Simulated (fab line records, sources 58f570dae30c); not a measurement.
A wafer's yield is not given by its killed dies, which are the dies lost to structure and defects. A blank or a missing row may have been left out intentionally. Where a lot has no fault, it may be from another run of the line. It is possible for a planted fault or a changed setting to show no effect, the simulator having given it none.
Split-lot experiment / flow berkeleyCmos170 / on a route of 331 steps: 5 lots, 23 wafers read

== THE SPLIT ==
At UCB170_ZERO_COAT_01 (resist thk 900 nm), the setting resistThkNm was moved away from the recipe's 900 nm on 6 of the 23 wafers read, by +3.2% to +4.7%. This setting was run at the recipe's value on the other wafers.

The reading is taken at the split's own step.

== THE READING ==
KrF_of_ZERO_COAT_01.thkNm (the simulator's own value, which no gauge read), in nm, at UCB170_ZERO_COAT_01 (resist thk 900 nm). No usual value for it is given in the file. Average 902.2 nm, standard deviation 3.2 nm, over the 17 wafers here run with the recipe.

wafer=L074.1; tool, chamber at the split=lithoTrack-03, 0; resistThkNm as run, nm=929; against the recipe=+3.2%; KrF_of_ZERO_COAT_01.thkNm, nm=936.3; against lot-mates on the recipe=+30.1
wafer=L074.2; tool, chamber at the split=lithoTrack-03, 0; resistThkNm as run, nm=929; against the recipe=+3.2%; KrF_of_ZERO_COAT_01.thkNm, nm=932.2; against lot-mates on the recipe=+26.1
wafer=L074.3; tool, chamber at the split=lithoTrack-03, 0; resistThkNm as run, nm=900; against the recipe=recipe; KrF_of_ZERO_COAT_01.thkNm, nm=906.4; against lot-mates on the recipe=-
wafer=L074.4; tool, chamber at the split=lithoTrack-03, 0; resistThkNm as run, nm=929; against the recipe=+3.2%; KrF_of_ZERO_COAT_01.thkNm, nm=935.9; against lot-mates on the recipe=+29.8
wafer=L074.6; tool, chamber at the split=lithoTrack-03, 0; resistThkNm as run, nm=900; against the recipe=recipe; KrF_of_ZERO_COAT_01.thkNm, nm=905.9; against lot-mates on the recipe=-
wafer=L075.4; tool, chamber at the split=lithoTrack-02, 0; resistThkNm as run, nm=900; against the recipe=recipe; KrF_of_ZERO_COAT_01.thkNm, nm=902.3; against lot-mates on the recipe=-
wafer=L075.5; tool, chamber at the split=lithoTrack-02, 0; resistThkNm as run, nm=900; against the recipe=recipe; KrF_of_ZERO_COAT_01.thkNm, nm=901.8; against lot-mates on the recipe=-
wafer=L075.6; tool, chamber at the split=lithoTrack-02, 0; resistThkNm as run, nm=900; against the recipe=recipe; KrF_of_ZERO_COAT_01.thkNm, nm=902.5; against lot-mates on the recipe=-
wafer=L076.1; tool, chamber at the split=lithoTrack-02, 0; resistThkNm as run, nm=900; against the recipe=recipe; KrF_of_ZERO_COAT_01.thkNm, nm=904.3; against lot-mates on the recipe=-
wafer=L076.2; tool, chamber at the split=lithoTrack-02, 0; resistThkNm as run, nm=900; against the recipe=recipe; KrF_of_ZERO_COAT_01.thkNm, nm=907.1; against lot-mates on the recipe=-
wafer=L076.3; tool, chamber at the split=lithoTrack-02, 0; resistThkNm as run, nm=900; against the recipe=recipe; KrF_of_ZERO_COAT_01.thkNm, nm=906.6; against lot-mates on the recipe=-
wafer=L076.5; tool, chamber at the split=lithoTrack-02, 0; resistThkNm as run, nm=900; against the recipe=recipe; KrF_of_ZERO_COAT_01.thkNm, nm=904; against lot-mates on the recipe=-
wafer=L076.6; tool, chamber at the split=lithoTrack-02, 0; resistThkNm as run, nm=900; against the recipe=recipe; KrF_of_ZERO_COAT_01.thkNm, nm=904.2; against lot-mates on the recipe=-
wafer=L083.1; tool, chamber at the split=lithoTrack-02, 0; resistThkNm as run, nm=942.5; against the recipe=+4.7%; KrF_of_ZERO_COAT_01.thkNm, nm=940.8; against lot-mates on the recipe=+41.9
wafer=L083.3; tool, chamber at the split=lithoTrack-02, 0; resistThkNm as run, nm=900; against the recipe=recipe; KrF_of_ZERO_COAT_01.thkNm, nm=898.1; against lot-mates on the recipe=-
wafer=L083.4; tool, chamber at the split=lithoTrack-02, 0; resistThkNm as run, nm=942.5; against the recipe=+4.7%; KrF_of_ZERO_COAT_01.thkNm, nm=940; against lot-mates on the recipe=+41.1
wafer=L083.5; tool, chamber at the split=lithoTrack-02, 0; resistThkNm as run, nm=942.5; against the recipe=+4.7%; KrF_of_ZERO_COAT_01.thkNm, nm=940.1; against lot-mates on the recipe=+41.2
wafer=L083.6; tool, chamber at the split=lithoTrack-02, 0; resistThkNm as run, nm=900; against the recipe=recipe; KrF_of_ZERO_COAT_01.thkNm, nm=899.6; against lot-mates on the recipe=-
wafer=L085.1; tool, chamber at the split=lithoTrack-02, 0; resistThkNm as run, nm=900; against the recipe=recipe; KrF_of_ZERO_COAT_01.thkNm, nm=899; against lot-mates on the recipe=-
wafer=L085.2; tool, chamber at the split=lithoTrack-02, 0; resistThkNm as run, nm=900; against the recipe=recipe; KrF_of_ZERO_COAT_01.thkNm, nm=897; against lot-mates on the recipe=-
wafer=L085.3; tool, chamber at the split=lithoTrack-02, 0; resistThkNm as run, nm=900; against the recipe=recipe; KrF_of_ZERO_COAT_01.thkNm, nm=899.8; against lot-mates on the recipe=-
wafer=L085.4; tool, chamber at the split=lithoTrack-02, 0; resistThkNm as run, nm=900; against the recipe=recipe; KrF_of_ZERO_COAT_01.thkNm, nm=897.5; against lot-mates on the recipe=-
wafer=L085.6; tool, chamber at the split=lithoTrack-02, 0; resistThkNm as run, nm=900; against the recipe=recipe; KrF_of_ZERO_COAT_01.thkNm, nm=901.3; against lot-mates on the recipe=-

FIT RESULTS
A straight line over all 23 wafers: KrF_of_ZERO_COAT_01.thkNm changes by +8.66 nm for each +1% of resistThkNm; r = +0.98; the points scatter about the line by 3.6 nm.
The same after taking each lot's own level away (the mean of its wafers on the recipe; 23 wafers): +8.81 nm for each +1%; r = +1.00; scatter 1.3 nm.
That fit puts the effect of the largest move of resistThkNm on the reading at 42 nm.
Measured against the standard deviation above, the lots' own levels, which go from 898.85 to 906.15 nm, span 2.3 times it.
So the lot-to-lot level changes the slope little: the two slopes agree.
Check: +41.5 nm against its lot-mates is what the line predicts for one of the wafers moved furthest among these (+4.7%) when that wafer is left out of the fit. Against them it came out at +41.9 nm.

== THE WHOLE CHAIN: every reading that the file lists as answering this split, in the file's order ==
step=UCB170_ZERO_COAT_01; what it does=resist thk 900 nm; reading=KrF_of_ZERO_COAT_01.thkNm (the simulator's own value, which no gauge read); change (the file's fit)=+8.82 nm for each +1% of the setting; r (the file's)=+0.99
step=UCB170_ZERO_STRIP_07; what it does=strips in O2; reading=stripTimeToEndpointS; change (the file's fit)=withheld for each +1% of the setting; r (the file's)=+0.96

== THE FILE'S OWN FIT ==
KrF_of_ZERO_COAT_01.thkNm changes by +8.82 nm for each +1% of resistThkNm, r = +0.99.
